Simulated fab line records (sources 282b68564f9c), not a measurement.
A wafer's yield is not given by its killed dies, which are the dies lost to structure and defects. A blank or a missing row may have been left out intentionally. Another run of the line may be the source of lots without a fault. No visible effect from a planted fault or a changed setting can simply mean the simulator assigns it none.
Comparing a struck lot with a sound one	flow rit-cmos	17 steps out of a route of 202
Sound: the wafers L595.1, L595.3, L595.5. The struck wafers were L596.1, L596.5, L596.6. The cause is named last.
Each step with rows lists, per side, the tool, then ch with its chambers, then its first start. Under that, the readings that differ: sound wafers	struck wafers	difference of the means	sigmas: that difference in standard deviations of wafers without a fault.
alike: same words and numbers on both sides, and readings whose means sit less than 2 such deviations apart. not compared: any withheld reading, any reading some wafer has no value for, any bound like >300 that may hide the same value, and any number with overlapping values for which the record gives no deviation.
The two part at a step that has a row with sigmas, a row that says differs or no value, or rows on one side only. When numbers do not overlap yet have no deviation, they are printed without sigmas and do not part them. A reading missing from all wafers of one side parts the sides only when that side holds two or more wafers.

first, 1 step without rows for these wafers: RIT_PRETRO_DEVELOP_05 (develop time 68 s).
RIT_PRETRO_OVL_MEAS_06:
  struck on overlay-01, day 4 03:52; sound on overlay-02, day 4 00:37
  alike: PRETRO_OVL
then, 2 steps without rows for these wafers: RIT_PRETRO_HARDBAKE_07 (time 120 s); RIT_PRETRO_IMPLANT_08.
RIT_PRETRO_STRIP_09: strips in O2, time 180 s.
  sound on plasma-asher-02 ch 0,1, day 4 01:03; struck on plasma-asher-04 ch 0,1, day 4 04:17
  alike: drypump-motor-current-A
  not compared: rf-hours-counter-h
RIT_PRETRO_TW_MEAS_10:
  struck on film-metro-01, day 4 04:28; sound on film-metro-01, day 4 01:14
  alike: PRETRO_TW
then, 5 steps without rows for these wafers: RIT_GATE_WET_ETCH_00 (etches SiO2 in BOE, target depth 56 nm, time 60 s); RIT_GATE_CLEAN_01 (cleans in SC1, time 600 s); RIT_GATE_CLEAN_02 (cleans in dHF, time 30 s); RIT_GATE_CLEAN_03 (cleans in SC2, time 600 s); RIT_GATE_CLEAN_04 (cleans in dHF, time 60 s).
RIT_FOX2_THK_MEAS_91:
  struck on film-metro-03, day 4 04:56; sound on film-metro-02, day 4 01:42
  alike: FIELD_OXIDE_LEFT_2_THK
RIT_GATE_OXIDATION_05: target thk 3 nm, ox time 270 s.
  sound on furnace-01 ch 0, day 4 03:03; struck on furnace-01 ch 0, day 4 06:19
reading	sound	struck	difference	sigmas
spike-tc-centre-C (C)	901.7 901.4 902.6	917.2 915.9 916.4	+14.6	+11
spike-tc-load-C (C)	924.0 922.2 922.6	937.1 940.6 938.5	+15.8	+10
spike-tc-source-C (C)	926.3 926.3 928.5	940.1 941.8 942.0	+14.3	+5
tube-center-temp-C (C)	900.02 899.87 899.92	914.98 915.07 915	+15.08	+99 or more
tube_center_temp_C_max	902.4 902.0 902.1	917.4 917.3 916.8	+15.0	+43
model.SiO2_of_GATE_OXIDATION_05.thk-nm (nm)	3.089 3.146 3.194	3.602 3.636 3.639	+0.483	
  alike: zone-power-load-pct
then, 1 step without rows for these wafers: RIT_GATE_ANNEAL_06 (time 600 s).
RIT_GATE_THK_MEAS_07:
  struck on film-metro-03, day 4 08:56; sound on film-metro-03, day 4 06:19
reading	sound	struck	difference	sigmas
GATE_OXIDE_THK (nm)	3.08 3.19 3.21	3.57 3.61 3.60	+0.43	+7
then, 1 step without rows for these wafers: RIT_GATE_CVD_08 (deposits poly-Si from SiH4, target thk 250 nm, time 2220 s).
RIT_M1_PROBE_99:
  struck on prober-01, day 5 09:05; sound on prober-02, day 5 10:35
reading	sound	struck	difference	sigmas
model.etest.pmos_0p3.r-on-ohm-um	6511 6646 6780	7406 7658 7444	+857	
model.etest.pmos-turned.r-on-ohm-um	3533 3596 3630	3983 4245 3996	+488	
model.etest.pmos_0p15.r-on-ohm-um	2879 2886 2961	3196 3371 3200	+347	
model.etest.nmos_0p3.r-on-ohm-um	2220 2230 2272	2465 2531 2474	+249	
model.etest.nmos_0p15.r-on-ohm-um	1147 1156 1163	1257 1305 1227	+108	
model.etest.nmos_0p15.drive-ua-um	440.1 442 433.9	387.8 377.9 387.6	-54.2	
model.etest.nmos-narrow.drive-ua-um	211.1 208 203.7	175.8 173.3 170.8	-34.3	
model.etest.nmos_0p3.drive-ua-um	214.2 211.4 204.2	177.1 173.6 174.1	-35.0	
  alike: killed-at-contacts, killed-at-front-end, killed-dies, killed-open, killed-short

== WHERE THEY PART ==
Earliest at RIT_GATE_OXIDATION_05; latest, in this record, at RIT_GATE_THK_MEAS_07. Later steps at which nothing parts them and some readings are alike: RIT_M1_PROBE_99.

WHY: the cause the simulator had injected
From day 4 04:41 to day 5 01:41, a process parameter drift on furnace-01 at RIT_GATE_OXIDATION_05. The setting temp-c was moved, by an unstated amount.
